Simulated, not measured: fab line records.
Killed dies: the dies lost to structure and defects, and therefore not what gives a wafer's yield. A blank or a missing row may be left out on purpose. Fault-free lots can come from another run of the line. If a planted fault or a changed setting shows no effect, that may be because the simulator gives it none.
Problem report in the 8D (eight disciplines) form, filled by code :: flow berkeley cmos170 :: the parts of the form that need people (team, actions taken, sign-off) are left out

## 1. THE ISSUE
wafer_temp_C_max at UCB170_CONTACT_RTA_08 reads a mean of 923.7 on 6 wafers of 2 lots; wafers without a fault read 903.9 with a standard deviation of 0.69. Measured from the usual mean, that is +29 standard deviations.
The step: time 10 s.
First seen on wafer L306.1, day 11 14:20, on rtp anneal-01. At this step, 18 wafers from 6 lots have a number in the record. Rule for "out", or "out of limits": more than 4 standard deviations from the usual mean. Any other wafer with a number is counted as sound.

## 2. WHAT IT IS; WHAT IT IS NOT
question: which readings at this step
is: wafer_temp_C_max
is not: lamp power pct

question: which lots
is: L306, L308
is not: L294, L295, L301, L312

question: which wafers of those lots
is: all that have a number
is not: -

question: read on which tools
is: rtp anneal-01
is not: rtp anneal-02

question: when
is: from day 11 14:20
is not: up to then (9 sound wafers); but 3 sound wafers of L312 came after

## 3. SUSPECTS, AND WHAT RULES EACH OUT
Counting: any tool at a process step up to the reading is kept as a suspect provided that every lot that is out went through it and no sound lot did after the first of them.
- rtp anneal-01 at UCB170_SILICIDE_RTA_04 (time 15 s): ruled out as a lasting fault. Following L306 (day 11 11:07), the first lot on it that is out, the sound lots L312 were run on it.
- rtp anneal-01 at UCB170_CONTACT_RTA_08 (time 10 s): kept. Every lot that is out went through it, starting with L306 (day 11 14:20), and after that it ran no sound lot; the last sound lot it ran before then is L301 (day 10 12:28). Its own readings are out on those wafers: wafer_temp_C_max.
After counting, what remains is rtp anneal-01 at UCB170_CONTACT_RTA_08.

## 4. THE CAUSE (what the simulator had put in)
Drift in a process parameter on rtp anneal-01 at UCB170_CONTACT_RTA_08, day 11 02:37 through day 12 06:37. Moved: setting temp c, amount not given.
This tool alone remained once counting was done.

## 5. THE EFFECT CHAIN, in route order
Rows list readings where the struck wafers' mean (over those with a number) sits beyond 3 standard deviations from the usual. Only readings whose record carries a usual standard deviation are examined. hours: median over the lots of the time between each lot's start at the first step of this table that gives one and its start at this step. sigmas: the change, counted in usual standard deviations.
hours: 0
step: UCB170_CONTACT_RTA_08
reading: wafer_temp_C_max
usual: 903.9
on struck wafers: 923.7
change: +19.8
sigmas: +29
Process steps it contains:
- UCB170_CONTACT_RTA_08: time 10 s.

## 6. WHAT WOULD HAVE CAUGHT IT SOONER
First out-of-limits reading in this record: day 11 14:20, which is 12 hours after fault onset at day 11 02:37.
